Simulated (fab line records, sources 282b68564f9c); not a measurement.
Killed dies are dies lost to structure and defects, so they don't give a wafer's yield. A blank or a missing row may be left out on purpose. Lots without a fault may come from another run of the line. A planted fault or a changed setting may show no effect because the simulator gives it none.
Split-lot experiment | flow rit_cmos | 5 lots, 23 wafers read, on a route of 202 steps

THE SPLIT
At RIT_PWELL_IMPLANT_08, the setting dose_cm2 was moved away from the recipe's 7e+13 on 7 of the 23 wafers read, by -4.3% to +4.9%. The other wafers ran this setting at the recipe's value.

FROM THE SPLIT TO THE READING: what the file shows between them, 4 steps
- RIT_PWELL_STRIP_09: strips in O2, time 180 s
- RIT_PWELL_TW_MEAS_10
- RIT_WELLDRIVE_ANNEAL_00: time 14700 s
- RIT_WELLDRIVE_RS_MEAS_01: measures by four-point-probe

THE READING
PWELL_RS, in ohm/sq, at RIT_WELLDRIVE_RS_MEAS_02 (measures by four-point-probe). Fault-free wafers of this fab line usually give 429.9 ohm/sq, standard deviation 1.3 ohm/sq.

wafer  | tool, chamber at the split | dose_cm2 as run | against the recipe | PWELL_RS, ohm/sq | against lot-mates on the recipe
L077.1 | implanter-02, 0            | 7e+13           | recipe             | 429.2            | -
L077.3 | implanter-02, 0            | 7e+13           | recipe             | 429.9            | -
L077.4 | implanter-02, 0            | 7e+13           | recipe             | 430.2            | -
L077.5 | implanter-02, 0            | 7e+13           | recipe             | 428.0            | -
L077.6 | implanter-02, 0            | 7e+13           | recipe             | 428.2            | -
L080.1 | implanter-01, 0            | 7.341e+13       | +4.9%              | 416.5            | -13.3
L080.2 | implanter-01, 0            | 7e+13           | recipe             | 430.6            | -
L080.4 | implanter-01, 0            | 7e+13           | recipe             | 429.2            | -
L080.5 | implanter-01, 0            | 7e+13           | recipe             | 429.7            | -
L080.6 | implanter-01, 0            | 7.341e+13       | +4.9%              | 417.6            | -12.2
L082.1 | implanter-01, 0            | 7e+13           | recipe             | 431.6            | -
L082.3 | implanter-01, 0            | 7e+13           | recipe             | 431.4            | -
L082.6 | implanter-01, 0            | 7e+13           | recipe             | 431.6            | -
L084.1 | implanter-01, 0            | 7e+13           | recipe             | 430.5            | -
L084.2 | implanter-01, 0            | 7e+13           | recipe             | 430.8            | -
L084.3 | implanter-01, 0            | 6.798e+13       | -2.9%              | 439.0            | +7.7
L084.4 | implanter-01, 0            | 6.798e+13       | -2.9%              | 440.7            | +9.4
L084.6 | implanter-01, 0            | 7e+13           | recipe             | 432.5            | -
L085.1 | implanter-01, 0            | 7e+13           | recipe             | 428.4            | -
L085.3 | implanter-01, 0            | 6.697e+13       | -4.3%              | 440.2            | +12.4
L085.4 | implanter-01, 0            | 6.697e+13       | -4.3%              | 441.2            | +13.4
L085.5 | implanter-01, 0            | 7e+13           | recipe             | 427.2            | -
L085.6 | implanter-01, 0            | 6.697e+13       | -4.3%              | 440.9            | +13.1

THE FIT
A straight line over all 23 wafers: PWELL_RS changes by -2.68 ohm/sq for each +1% of dose_cm2; r = -0.97; the points scatter about the line by 1.5 ohm/sq.
The same after taking each lot's own level away (the mean of its wafers on the recipe; 23 wafers): -2.83 ohm/sq for each +1%; r = -0.99; scatter 0.8 ohm/sq.
On that fit, the largest move of dose_cm2 shifts the reading by 14 ohm/sq.
The lots' own levels span 427.80 to 431.53 ohm/sq, that is 2.9 times the standard deviation above.
So the lot-to-lot level changes the slope little: the two slopes agree.
Check: with one of the wafers moved furthest among these (+4.9%) left out of the fit, the line predicts -13.7 ohm/sq for it against its lot-mates. It came out at -13.3 ohm/sq against them.

OTHER SPLITS ON THESE WAFERS
These wafers also went through other splits before the reading. Each is held against what the fit with the lots' levels taken away leaves over:
other split on the same wafers    | wafers away from the commonest value | r with PWELL_RS (lot level and that fit taken away)
RIT_ACTIVE_OXIDATION_01 ox_time_s | 18                                   | +0.22
RIT_ACTIVE_CVD_03 nh3_flow_sccm   | 15                                   | -0.02
RIT_FOX1_OXIDATION_00 ox_time_s   | 15                                   | -0.01
RIT_NWELL_COAT_01 spin_rpm        | 4                                    | +0.24
RIT_NWELL_IMPLANT_08 dose_cm2     | 4                                    | +0.23
RIT_PWELL_COAT_01 spin_rpm        | 6                                    | +0.32

THE WHOLE CHAIN: every reading that the file lists as answering this split, in the file's order
step                     | what it does                 | reading  | change (the file's fit)           | r (the file's)
RIT_PWELL_TW_MEAS_10     |                              | PWELL_TW | +2.79 for each +1% of the setting | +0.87
RIT_WELLDRIVE_RS_MEAS_02 | measures by four-point-probe | PWELL_RS | -2.81 for each +1% of the setting | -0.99

THE FILE'S OWN FIT
PWELL_RS changes by -2.81 ohm/sq for each +1% of dose_cm2, r = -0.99.
